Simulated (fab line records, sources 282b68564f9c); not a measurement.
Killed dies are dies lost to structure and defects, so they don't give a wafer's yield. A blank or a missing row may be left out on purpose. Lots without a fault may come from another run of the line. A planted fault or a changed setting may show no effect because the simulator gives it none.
fab line records | flow rit_cmos
record lots=5 wafers=15 last_day=8
route steps=202 shown SILICIDE@167 CONTACT@168 M1@202
lots that met no fault: from a run of the same line without faults
start_h: hours from the record's first day to the start of the lot's first wafer shown | wait_h: hours since the lot's step before | " the same as in the row above | L1.1+2: a row that stands for several wafers | - no value, or no start given | * or withheld: withheld | < > ~ a bound
route shown NAME@n: a module of which the file shows steps, and the number in the route of the first | usual: mean/standard deviation of fault-free wafers | same: alike in all rows | chamber/n: place in a boat | sites: the reading at each site | _std_site: their standard deviation | _edge_site: outer sites' mean less inner sites' | radius_mm: how far each site lies from the wafer's centre | mask NAME#n: copy n | behind: the tool/chamber that last shaped the wafer | hold: why the lot was held/for how many hours/how that ended | device: the transistor (n, p or np) that didn't switch | end of line: the same wafers' tests at the end of the route | a step without rows: its recipe alone | killed: dies lost to structure and defects at the first sort, not the wafer's yield | map: a wafer's dies, x killed, . not, _ none there
set.NAME: the setting as run; set.NAME@STEP: as run at that earlier step | model.NAME: the simulator's own value behind a step, which no gauge read
lots at some steps of the route; a table a step, a row a wafer
services: from which hour (start_h, from the record's first day; less than 0 if before it) a tool's chamber was out of use, for how many hours, and why
## steps
# step RIT_SILICIDE_RTA_06
# recipe temp_c=750 time_s=10 idle_temp_c=25 ramp_up_s=5 ramp_down_s=10 cool_to_c=25 ambient=N2
# usual wafer_temp_C_max=754.0/0.79
# columns lot.wafer tool chamber start_h wait_h wafer_temp_C_max
L680.3 rtp_anneal-02 0 82.25 0.0 755.4
L680.4 " 0 " " 754.5
L680.6 " 0 " " 753.5
L682.2 rtp_anneal-02 0 90.86 0.0 754.5
L682.3 " 0 " " 754.6
L682.6 " 0 " " 755.5
L683.1 rtp_anneal-02 0 97.92 0.0 755.2
L683.3 " 0 " " 753.4
L683.5 " 0 " " 753.3
L689.4 rtp_anneal-01 0 120.92 0.0 753.1
L689.5 " 0 " " 753.8
L689.6 " 0 " " 753.6
L696.1 rtp_anneal-02 0 173.05 0.0 755.5
L696.4 " 0 " " 753.0
L696.6 " 0 " " 753.4
# step RIT_CONTACT_CVD_00
# recipe material=SiO2 target_thk_nm=400 precursor=TEOS temp_c=390 time_s=61 rf_w=400
# usual heater_power_w=318/43 susceptor_temp_C=389.98/0.22
# columns lot.wafer tool chamber start_h wait_h heater_power_w susceptor_temp_C
L680.3 pecvd-04 0 82.30 0.0 386 390.20
L680.4 " 2 " " 357 390.21
L680.6 " 0 " " 403 389.93
L682.2 pecvd-03 0 90.92 0.0 313 389.65
L682.3 " 1 " " 273 390.21
L682.6 " 2 " " 292 389.92
L683.1 pecvd-04 2 97.98 0.1 377 389.71
L683.3 " 0 " " 378 389.77
L683.5 " 2 " " 379 389.58
L689.4 pecvd-04 1 120.98 0.0 311 390.20
L689.5 " 2 " " 353 390.02
L689.6 " 0 " " 420 389.74
L696.1 pecvd-03 1 173.11 0.1 300 390.23
L696.4 " 1 " " 317 390.03
L696.6 " 2 " " 331 390.02
# step RIT_CONTACT_THK_MEAS_01
# recipe reads=SiO2_of_CONTACT_CVD_00
# usual CONTACT_TEOS_THK=401/5.8
# columns lot.wafer tool chamber start_h wait_h CONTACT_TEOS_THK[nm]
L680.3 film_metro-01 - 82.37 0.0 393
L680.4 " - " " 405
L680.6 " - " " 397
L682.2 film_metro-01 - 90.98 0.0 401
L682.3 " - " " 399
L682.6 " - " " 397
L683.1 film_metro-01 - 98.03 0.0 399
L683.3 " - " " 392
L683.5 " - " " 408
L689.4 film_metro-02 - 121.04 0.0 399
L689.5 " - " " 401
L689.6 " - " " 396
L696.1 film_metro-02 - 173.17 0.0 393
L696.4 " - " " 399
L696.6 " - " " 402
# step RIT_CONTACT_HMDS_02
# recipe prime_time_s=60 prime_temp_c=140
# step RIT_CONTACT_COAT_03
# recipe resist=NOVOLAK spin_rpm=3250 resist_thk_nm=1000
# step RIT_CONTACT_SOFTBAKE_04
# recipe resist=NOVOLAK temp_c=90 time_s=60
# step RIT_CONTACT_EXPOSE_05
# recipe mask_id=M11 na=0.6 source_shape=conventional sigma_outer=0.5 target_cd_nm=1000 dose_mj=250
# step RIT_CONTACT_PEB_06
# recipe resist=NOVOLAK temp_c=withheld time_s=withheld
# step RIT_CONTACT_DEVELOP_07
# recipe resist=NOVOLAK develop_time_s=120 dev_temp_c=23
# step RIT_CONTACT_CD_MEAS_08
# recipe target_cd_nm=1000
# usual cd_nm=1000.4/2
# columns lot.wafer tool chamber start_h wait_h cd_nm
L680.3 cd_sem-01 - 83.41 - 1002.2
L680.4 " - " " 1000.2
L680.6 " - " " 1001.2
L682.2 cd_sem-01 - 92.01 - 996.6
L682.3 " - " " 998.2
L682.6 " - " " 996.9
L683.1 cd_sem-01 - 99.18 - 1001.1
L683.3 " - " " 1000.8
L683.5 " - " " 1001.1
L689.4 cd_sem-02 - 122.22 - 997.8
L689.5 " - " " 999.5
L689.6 " - " " 998.8
L696.1 cd_sem-01 - 174.57 - 1004.6
L696.4 " - " " 1004.3
L696.6 " - " " 1000.9
# step RIT_CONTACT_OVL_MEAS_09
# usual CONTACT_OVL=-1.3/1.6
# columns lot.wafer tool chamber start_h wait_h CONTACT_OVL[nm]
L680.3 overlay-01 - 83.51 0.1 -1.3
L680.4 " - " " -1.6
L680.6 " - " " -2.3
L682.2 overlay-01 - 92.12 0.1 -3.1
L682.3 " - " " -0.7
L682.6 " - " " -1.1
L683.1 overlay-02 - 99.30 0.1 -1.8
L683.3 " - " " -1.3
L683.5 " - " " -0.6
L689.4 overlay-01 - 122.30 0.1 -2.9
L689.5 " - " " -2.0
L689.6 " - " " -2.5
L696.1 overlay-01 - 174.69 0.1 -1.9
L696.4 " - " " -2.4
L696.6 " - " " -3.9
# step RIT_CONTACT_HARDBAKE_10
# recipe resist=NOVOLAK temp_c=140 time_s=60
# step RIT_CONTACT_ETCH_11
# recipe target_depth_a=4800 over_etch_frac=0.2 stop_on=TiSi2 chemistry=CHF3/CF4/Ar target=SiO2 CHF3_flow_sccm=50 cf4_flow_sccm=10 Ar_flow_sccm=100 O2_flow_sccm=5 pressure_mtorr=100 rf_w=200 time_s=320
# usual CHF3_flow_sccm=49.98/0.13 drypump_motor_current_A=5.4/0.47 oes_product_au=0.987/0.014 over_etch_frac=0.2/0 throttle_valve_pct=8.86/0.087
# columns lot.wafer tool chamber start_h wait_h CHF3_flow_sccm drypump_motor_current_A oes_product_au over_etch_frac rf_hours_counter_h throttle_valve_pct model.NOVOLAK_of_CONTACT_COAT_03.thk_nm
L680.3 rie_diel-02 3 83.68 0.1 49.87 6.2 0.977 0.2 6 9.03 768.5
L680.4 " 1 " " 49.83 5.8 0.992 0.2 50 8.90 769.2
L680.6 " 3 " " 50.06 6.2 0.977 0.2 - 9.05 768
L682.2 rie_diel-03 3 92.30 0.1 50.10 6.3 0.970 0.2 7 8.80 769.1
L682.3 " 1 " " 49.90 5.0 0.993 0.2 46 8.99 767.3
L682.6 " 0 " " 50.06 5.1 0.989 0.32762 - 8.92 760.9
L683.1 rie_diel-02 2 99.49 0.1 50.04 5.9 0.968 0.2 7 8.91 768.9
L683.3 " 1 " " 50.01 5.9 0.985 0.2 50 8.90 775.1
L683.5 " 2 " " 50.26 5.9 0.966 0.2 - 8.90 772.3
L689.4 rie_diel-02 0 122.46 0.1 50.15 5.0 0.970 0.2 65 8.76 764.3
L689.5 " 1 " " 49.93 5.8 0.982 0.2 - 8.90 768.8
L689.6 " 0 " " 49.90 5.0 0.976 0.2 - 8.74 761.5
L696.1 rie_diel-03 1 174.96 0.1 50.02 5.0 0.992 0.2 48 9.01 763.7
L696.4 " 0 " " 50.10 5.1 0.998 0.2 20 8.92 764.7
L696.6 " 3 " " 49.99 6.3 0.974 0.2 - 8.78 762.1
# step RIT_CONTACT_STRIP_12
# recipe chemistry=O2 time_s=180 resist=NOVOLAK platen_temp_c=withheld power_w=500 pressure_mtorr=4000 o2_flow_sccm=4000
# usual drypump_motor_current_A=6.02/0.29
# columns lot.wafer tool chamber start_h wait_h drypump_motor_current_A rf_hours_counter_h
L680.3 plasma_asher-04 1 83.93 0.2 6.03 -
L680.4 " 0 " " 6.24 -
L680.6 " 1 " " 6.04 -
L682.2 plasma_asher-01 0 92.49 0.1 6.16 31
L682.3 " 1 " " 5.62 -
L682.6 " 1 " " 5.62 -
L683.1 plasma_asher-04 0 99.68 0.1 6.29 46
L683.3 " 1 " " 6.04 -
L683.5 " 0 " " 6.27 -
L689.4 plasma_asher-03 0 122.72 0.2 5.54 -
L689.5 " 0 " " 5.59 -
L689.6 " 1 " " 6.42 -
L696.1 plasma_asher-04 1 175.15 0.1 6.05 5
L696.4 " 1 " " 6.06 -
L696.6 " 0 " " 6.23 -
# step RIT_M1_PROBE_99
# usual killed_at_front_end=6.2/2.8 killed_dies=6.3/2.7 killed_open=3.1/2 killed_short=3.2/1.8
# same gross_dies=264 killed_at_M0_to_M3=0 killed_at_M4_up=0 killed_at_back_side=0 killed_at_contacts=0 killed_at_other=0
# columns lot.wafer tool chamber start_h wait_h killed_at_front_end killed_dies killed_open killed_short model.etest.nmos_0p15.junction_log10_a_um model.etest.nmos_narrow.off_log10_a_um model.etest.antenna_contact.vt_shift_v
L680.3 prober-02 - 88.76 0.2 8 8 3 5 -13.54 -13.36 -0.009794
L680.4 prober-02 - 88.81 0.2 5 5 3 2 -13.56 -13.23 -0.00628
L680.6 prober-02 - 88.91 0.2 4 4 1 3 -13.63 -13.28 -0.009103
L682.2 prober-02 - 97.51 0.1 6 6 4 2 -13.6 -13.17 -0.01218
L682.3 prober-02 - 97.56 0.2 4 4 3 1 -13.47 -13.2 -0.01251
L682.6 prober-02 - 97.71 0.2 8 8 5 3 -13.17 -13.09 -0.01694
L683.1 prober-02 - 106.59 0.1 5 5 2 3 -13.47 -13.29 -0.008406
L683.3 prober-02 - 106.69 0.2 9 9 6 3 -13.55 -13.38 -0.0117
L683.5 prober-02 - 106.79 0.2 3 3 2 1 -13.51 -13.29 -0.0158
L689.4 prober-02 - 127.66 0.2 5 5 3 2 -13.43 -13.1 -0.01728
L689.5 prober-02 - 127.71 0.2 4 4 4 0 -13.49 -13.26 -0.008878
L689.6 prober-02 - 127.76 0.2 7 7 5 2 -13.3 -13.29 -0.01736
L696.1 prober-01 - 179.90 0.1 3 3 3 0 -13.57 -13.37 -0.0132
L696.4 prober-01 - 180.05 0.2 2 2 0 2 -13.63 -13.28 -0.01081
L696.6 prober-01 - 180.15 0.2 4 4 1 3 -13.59 -13.28 -0.008136
# killed by level:class
L680.3 GATE:geometric_particle:short=3 FOX1:geometric_particle:short=2 FOX1:geometric_particle:open=1 FOX2:geometric_particle:open=1 REOX:geometric_particle:open=1
L680.4 GATE:geometric_particle:open=2 FOX1:geometric_particle:open=1 FOX2:geometric_particle:short=1 GATE:geometric_particle:short=1
L680.6 FOX2:geometric_particle:short=1 GATE:geometric_particle:open=1 GATE:geometric_particle:short=1 REOX:geometric_particle:short=1
L682.2 FOX1:geometric_particle:open=1 FOX2:geometric_particle:open=1 GATE:geometric_particle:short=1 REOX:geometric_particle:short=1 SPACER:geometric_particle:open=1 SILICIDE:geometric_particle:open=1
L682.3 FOX1:geometric_particle:short=1 FOX2:geometric_particle:open=1 GATE:geometric_particle:open=1 SILICIDE:geometric_particle:open=1
L682.6 FOX1:geometric_particle:open=2 GATE:geometric_particle:open=1 GATE:geometric_particle:short=1 REOX:geometric_particle:open=1 SPACER:geometric_particle:short=1 SPACER:geometric_particle:open=1 STARTING-WAFER:geometric_particle:short=1
L683.1 FOX1:geometric_particle:short=1 GATE:geometric_particle:open=1 REOX:geometric_particle:open=1 SPACER:geometric_particle:short=1 SILICIDE:geometric_particle:short=1
L683.3 SPACER:geometric_particle:open=4 GATE:geometric_particle:short=3 GATE:geometric_particle:open=2
L683.5 GATE:geometric_particle:open=2 ACTIVE:geometric_particle:short=1
L689.4 GATE:geometric_particle:open=2 FOX1:geometric_particle:short=1 FOX1:geometric_particle:open=1 GATE:geometric_particle:short=1
L689.5 GATE:geometric_particle:open=4
L689.6 FOX1:geometric_particle:open=4 FOX2:geometric_particle:short=1 SILICIDE:geometric_particle:short=1 SILICIDE:geometric_particle:open=1
L696.1 SPACER:geometric_particle:open=2 REOX:geometric_particle:open=1
L696.4 GATE:geometric_particle:short=1 SILICIDE:geometric_particle:short=1
L696.6 FOX2:geometric_particle:short=1 GATE:geometric_particle:open=1 GATE:geometric_particle:short=1 SPACER:geometric_particle:short=1
## services
# columns tool chamber start_h hours kind
pecvd-04 - 83.96 2.8 pm
rie_diel-02 3 97.35 7.3 repair
plasma_asher-04 - 108.75 9.0 pm
plasma_asher-04 0 108.75 9.0 vent_cycle
plasma_asher-04 1 108.75 9.0 vent_cycle
rie_diel-02 3 116.69 4.2 repair
plasma_asher-04 0 117.75 - clean
plasma_asher-04 1 117.75 - clean
rie_diel-02 2 129.56 2.0 repair
rie_diel-03 - 164.18 4.3 pm
## key
first_sign step=RIT_CONTACT_ETCH_11 reading=over_etch_frac direction=up sigmas=99+ usual=0.2 struck=0.32762
effect none on later readings
model_effect step=RIT_CONTACT_ETCH_11 value=NOVOLAK_of_CONTACT_COAT_03.thk_nm without=773.1 struck=760.9
model_effect step=RIT_M1_PROBE_99 value=etest.nmos_0p15.junction_log10_a_um without=-13.45 struck=-13.17
met_at RIT_CONTACT_ETCH_11
struck_wafers L682.6
tester_left_out L682
fault kind=process_parameter_drift tool=rie_diel-03 chamber=0 onset_h=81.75 steps=RIT_CONTACT_ETCH_11 channel=over_etch_frac offset=0.12762 shape=step end_h=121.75 stated=0.2
# tester_left_out: of these lots the tester's yield and bins aren't shown, on N5 and GAA mostly nor the transistor test; their killed dies are dies lost to structure and defects alone, not to doping, threshold or leakage, so they don't give the yield
